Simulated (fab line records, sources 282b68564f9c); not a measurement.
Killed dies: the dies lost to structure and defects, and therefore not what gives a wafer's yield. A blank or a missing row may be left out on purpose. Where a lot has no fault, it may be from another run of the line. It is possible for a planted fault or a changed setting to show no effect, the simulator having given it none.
Lot-split experiment ; flow ritCmos ; route with 202 steps; 5 lots, 23 wafers read

== THE SPLIT ==
At RIT_NRETRO_IMPLANT_08, the setting energyKev was moved away from the recipe's 70 on 7 of the 23 wafers read, by -5.8% to +1.9%. This setting was run at the recipe's value on the other wafers.

== BETWEEN THE SPLIT AND THE READING: the file shows 1 step in between ==
- RIT_NRETRO_STRIP_09: strips in O2, time 180 s

== THE READING ==
NRETRO_TW, at RIT_NRETRO_TW_MEAS_10. On this fab line, fault-free wafers typically give 1056 with a standard deviation of 5.5.

wafer;tool, chamber at the split;energyKev as run;against the recipe;NRETRO_TW;against lot-mates on the recipe
L075.1;implanter-01, 0;70;recipe;1043;-
L075.2;implanter-01, 0;66.1;-5.6%;1030;-18
L075.3;implanter-01, 0;66.1;-5.6%;1030;-18
L075.4;implanter-01, 0;70;recipe;1050;-
L075.5;implanter-01, 0;70;recipe;1050;-
L076.1;implanter-01, 0;70;recipe;1060;-
L076.2;implanter-01, 0;70;recipe;1064;-
L076.3;implanter-01, 0;70;recipe;1062;-
L076.5;implanter-01, 0;70;recipe;1061;-
L076.6;implanter-01, 0;70;recipe;1059;-
L077.1;implanter-01, 0;70;recipe;1056;-
L077.2;implanter-01, 0;70;recipe;1052;-
L077.5;implanter-01, 0;70;recipe;1058;-
L078.1;implanter-03, 0;70;recipe;1052;-
L078.3;implanter-03, 0;70;recipe;1053;-
L078.4;implanter-03, 0;65.92;-5.8%;1037;-16
L078.5;implanter-03, 0;65.92;-5.8%;1032;-20
L078.6;implanter-03, 0;65.92;-5.8%;1036;-16
L082.1;implanter-03, 0;70;recipe;1057;-
L082.2;implanter-03, 0;70;recipe;1058;-
L082.3;implanter-03, 0;71.33;+1.9%;1070;+13
L082.4;implanter-03, 0;70;recipe;1056;-
L082.6;implanter-03, 0;71.33;+1.9%;1067;+10

FIT RESULTS
A straight line over all 23 wafers: NRETRO_TW changes by +4.17 for each +1% of energyKev; r = +0.91; the points scatter about the line by 5.1.
The same after taking each lot's own level away (the mean of its wafers on the recipe; 23 wafers): +3.3 for each +1%; r = +0.96; scatter 2.6.
The reading moves by 19 for the largest change in energyKev, on that fit.
The span of the lots' own levels, 1047.7 to 1061.2, comes to 2.5 times the standard deviation stated above.
So the slope is not independent of the lot-to-lot level: the two fits are not the same.
Check: with one of the wafers moved furthest among these (-5.8%) left out of the fit, the line predicts -19.2 for it against its lot-mates. Against them it came out at -15.5.

== THE OTHER SPLITS THESE WAFERS WENT THROUGH ==
These wafers also went through other splits before the reading. Each is held against what the fit with the lots' levels taken away leaves over:
other split on the same wafers;wafers away from the commonest value;r with NRETRO_TW (lot level and that fit taken away)
RIT_ACTIVE_CVD_03 timeS;15;-0.31
RIT_ACTIVE_HARDBAKE_12 tempC;10;-0.23
RIT_FOX1_OXIDATION_00 tempC;15;+0.05
RIT_FOX2_OXIDATION_00 oxTimeS;10;-0.13
RIT_NRETRO_SOFTBAKE_02 tempC;7;+0.22

== THE WHOLE CHAIN: every reading that the file lists as answering this split, in the file's order ==
step;what it does;reading;change (the file's fit);r (the file's)
RIT_NRETRO_IMPLANT_08;;implant.rpNm (the simulator's own value, which no gauge read);+0.856 nm for each +1% of the setting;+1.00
RIT_NRETRO_IMPLANT_08;;implant.drpNm (the simulator's own value, which no gauge read);+0.291 nm for each +1% of the setting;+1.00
RIT_NRETRO_TW_MEAS_10;;NRETRO_TW;+3.22 for each +1% of the setting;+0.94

== FILE'S OWN FIT ==
NRETRO_TW changes by +3.22 for each +1% of energyKev, r = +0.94.
